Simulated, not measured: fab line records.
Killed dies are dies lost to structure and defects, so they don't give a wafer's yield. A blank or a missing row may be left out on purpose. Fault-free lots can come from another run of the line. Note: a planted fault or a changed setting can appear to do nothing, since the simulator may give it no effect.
Chamber matching    flow berkeley_cmos170    UCB170_GATE_ETCH_15 on rie_si-02: 4 sister chambers
The step etches poly-Si in HBr/Cl2, stops on SiO2, time 56.3 s, target depth 278.2 nm. 4 wafers are shown with their chamber, then 8 later ones without.

WAFERS PAIRED WITH THEIR CHAMBERS
wafer   chamber  throttle_valve_pct (%)
L927.2  3        26.37
L927.3  1        26.47
L927.4  2        26.06
L925.2  0        26.47

WAFERS WITHOUT THEIR CHAMBER
wafer   throttle_valve_pct (%)
L925.4  26.37
L925.5  26.51
L933.2  26.39
L933.4  26.48
L933.5  26.46
L939.1  26.38
L939.2  26.05
L939.4  26.48

WHICH CHAMBER EACH WENT THROUGH
wafer   from the rows above      in truth
L925.4  3                        3
L925.5  can't be placed: 0 or 1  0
L933.2  3                        3
L933.4  can't be placed: 0 or 1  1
L933.5  can't be placed: 0 or 1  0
L939.1  3                        3
L939.2  2                        2
L939.4  can't be placed: 0 or 1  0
Placed correctly: 4 of 8. Unplaceable from these rows: 4, with the true chamber sitting among the candidates in 4. 0 placed wrongly.
How it was worked out, from the rows above alone: a wafer's distance from a chamber is the root of the sum, over the readings, of the square of ((its reading less the chamber's mean) divided by the reading's scatter). If the next closest chamber is less than 2 further off than the closest, the wafer can't be placed; otherwise it belongs to the closest. A chamber's mean is the mean of its shown wafers. The scatter (one wafer shown for each chamber): square how far every hidden wafer sits from the nearest shown wafer, average those squares and take the square root.
